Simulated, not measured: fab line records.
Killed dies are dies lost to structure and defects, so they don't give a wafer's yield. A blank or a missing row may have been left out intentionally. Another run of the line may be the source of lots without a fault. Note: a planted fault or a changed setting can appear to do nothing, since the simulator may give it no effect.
Which tool was responsible? / flow ritCmos / Sampling: 14 lots, 42 wafers, 2 of 202 route steps

## WHAT THE GAUGES READ, wafer by wafer
RIT_GATE_THK_MEAS_09.
lot=L987; measured=day 2 11:59; on=filmMetro-01; GATE_POLY_THK (nm)=249.2 246.0 248.4
lot=L988; measured=day 2 17:19; on=filmMetro-01; GATE_POLY_THK (nm)=249.3 250.2 248.7
lot=L989; measured=day 2 20:39; on=filmMetro-01; GATE_POLY_THK (nm)=249.5 250.0 248.7
lot=L991; measured=day 3 07:47; on=filmMetro-01; GATE_POLY_THK (nm)=249.0 247.1 247.8
lot=L995; measured=day 4 03:50; on=filmMetro-03; GATE_POLY_THK (nm)=250.5 249.8 251.8
lot=L997; measured=day 4 15:40; on=filmMetro-01; GATE_POLY_THK (nm)=248.1 246.4 247.6
lot=L998; measured=day 4 21:59; on=filmMetro-01; GATE_POLY_THK (nm)=251.1 248.9 247.5
lot=L999; measured=day 5 04:33; on=filmMetro-03; GATE_POLY_THK (nm)=248.5 250.3 248.6
lot=L100; measured=day 5 10:43; on=filmMetro-04; GATE_POLY_THK (nm)=220.3 220.7 219.0
lot=L103; measured=day 5 19:41; on=filmMetro-04; GATE_POLY_THK (nm)=221.4 220.5 221.8
lot=L107; measured=day 6 15:17; on=filmMetro-01; GATE_POLY_THK (nm)=250.3 249.3 252.6
lot=L108; measured=day 6 21:19; on=filmMetro-01; GATE_POLY_THK (nm)=249.1 250.2 247.6
lot=L109; measured=day 7 01:49; on=filmMetro-01; GATE_POLY_THK (nm)=246.2 245.8 244.0
lot=L110; measured=day 7 06:40; on=filmMetro-04; GATE_POLY_THK (nm)=249.6 249.9 250.7

## WHAT TOOL EACH LOT RAN ON (gives the tool, then ch and the chambers of the sampled wafers, and finally the start)
lot=L987; RIT_GATE_CVD_08=lpcvd-01 ch 1, day 2 10:22
lot=L988; RIT_GATE_CVD_08=lpcvd-01 ch 0, day 2 15:43
lot=L989; RIT_GATE_CVD_08=lpcvd-01 ch 0, day 2 19:01
lot=L991; RIT_GATE_CVD_08=lpcvd-01 ch 0, day 3 06:10
lot=L995; RIT_GATE_CVD_08=lpcvd-02 ch 1, day 4 02:11
lot=L997; RIT_GATE_CVD_08=lpcvd-02 ch 1, day 4 14:03
lot=L998; RIT_GATE_CVD_08=lpcvd-01 ch 0, day 4 20:22
lot=L999; RIT_GATE_CVD_08=lpcvd-01 ch 1, day 5 02:56
lot=L100; RIT_GATE_CVD_08=lpcvd-02 ch 0, day 5 08:18
lot=L103; RIT_GATE_CVD_08=lpcvd-02 ch 0, day 5 18:04
lot=L107; RIT_GATE_CVD_08=lpcvd-01 ch 0, day 6 13:41
lot=L108; RIT_GATE_CVD_08=lpcvd-01 ch 0, day 6 19:41
lot=L109; RIT_GATE_CVD_08=lpcvd-01 ch 1, day 7 00:12
lot=L110; RIT_GATE_CVD_08=lpcvd-01 ch 0, day 7 05:04
- RIT_GATE_CVD_08: deposits poly-Si from SiH4, target thk 250 nm, time 2220 s.

## WHAT THE TOOLS THEMSELVES READ (means of the sampled wafers that have a number; where no wafer has one, the mark that the record gives instead)
RIT_GATE_CVD_08.
lot=L987; tool=lpcvd-01; pressureMtorr (mTorr)=300.3
lot=L988; tool=lpcvd-01; pressureMtorr (mTorr)=299.8
lot=L989; tool=lpcvd-01; pressureMtorr (mTorr)=299.5
lot=L991; tool=lpcvd-01; pressureMtorr (mTorr)=300.2
lot=L995; tool=lpcvd-02; pressureMtorr (mTorr)=299.6
lot=L997; tool=lpcvd-02; pressureMtorr (mTorr)=299.5
lot=L998; tool=lpcvd-01; pressureMtorr (mTorr)=299.5
lot=L999; tool=lpcvd-01; pressureMtorr (mTorr)=301.2
lot=L100; tool=lpcvd-02; pressureMtorr (mTorr)=240.0
lot=L103; tool=lpcvd-02; pressureMtorr (mTorr)=240.7
lot=L107; tool=lpcvd-01; pressureMtorr (mTorr)=300.6
lot=L108; tool=lpcvd-01; pressureMtorr (mTorr)=299.4
lot=L109; tool=lpcvd-01; pressureMtorr (mTorr)=300.0
lot=L110; tool=lpcvd-01; pressureMtorr (mTorr)=300.0

## THE ANSWER, worked out from the rows above alone
Rule: the lots themselves supply what counts as usual. Put in order of their means at a reading, lots are off if they are a third of the lots or fewer, leave a main group of 4 or more, and stand apart from it by a gap of 3 or more times the standard deviation of the main group's means; of several such gaps the widest counts. A main group whose means are all the same, to the digits that the tables above print for the reading, isn't used. Also off: a lot with no number at a reading for which 4 or more lots have one. The other lots that the step has rows for count as sound. First the gauges in route order, then the tools' own readings, where a lot's mean is used as printed above. At the first step where some lot is off, the reading lying furthest off is the one used; lots without a number count as furthest.
Off: L100, L103, at RIT_GATE_THK_MEAS_09 (GATE_POLY_THK). The main group: mean 248.8 nm, standard deviation 1.5.
If a tool, at a process step before that reading, ran all the lots that are off and no sound lot after the first of them, it fits. The gauges at RIT_GATE_THK_MEAS_09 aren't tried: what is off there is off at RIT_GATE_CVD_08 too, on other tools, and a gauge's error can't cause that. One fits: lpcvd-02 at RIT_GATE_CVD_08. A fault onset in the window from L997 (day 4 14:03, its last sound lot) to L100 (day 5 08:18, its first lot off) fits.
On the lots that are off, the tool's own readings at RIT_GATE_CVD_08 differ by more than 5 times the standard deviation of the sound lots' means, which bears it out; pressureMtorr reads 240.3 mTorr there versus 300.0 mTorr on the sound lots.

## WHAT THE SIMULATOR PUT IN
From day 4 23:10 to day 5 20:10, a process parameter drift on lpcvd-02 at RIT_GATE_CVD_08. Setting pressureMtorr shifted by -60 from 300. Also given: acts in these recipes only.
Lots struck among those shown: L100, L103. Same finding as the rule above.
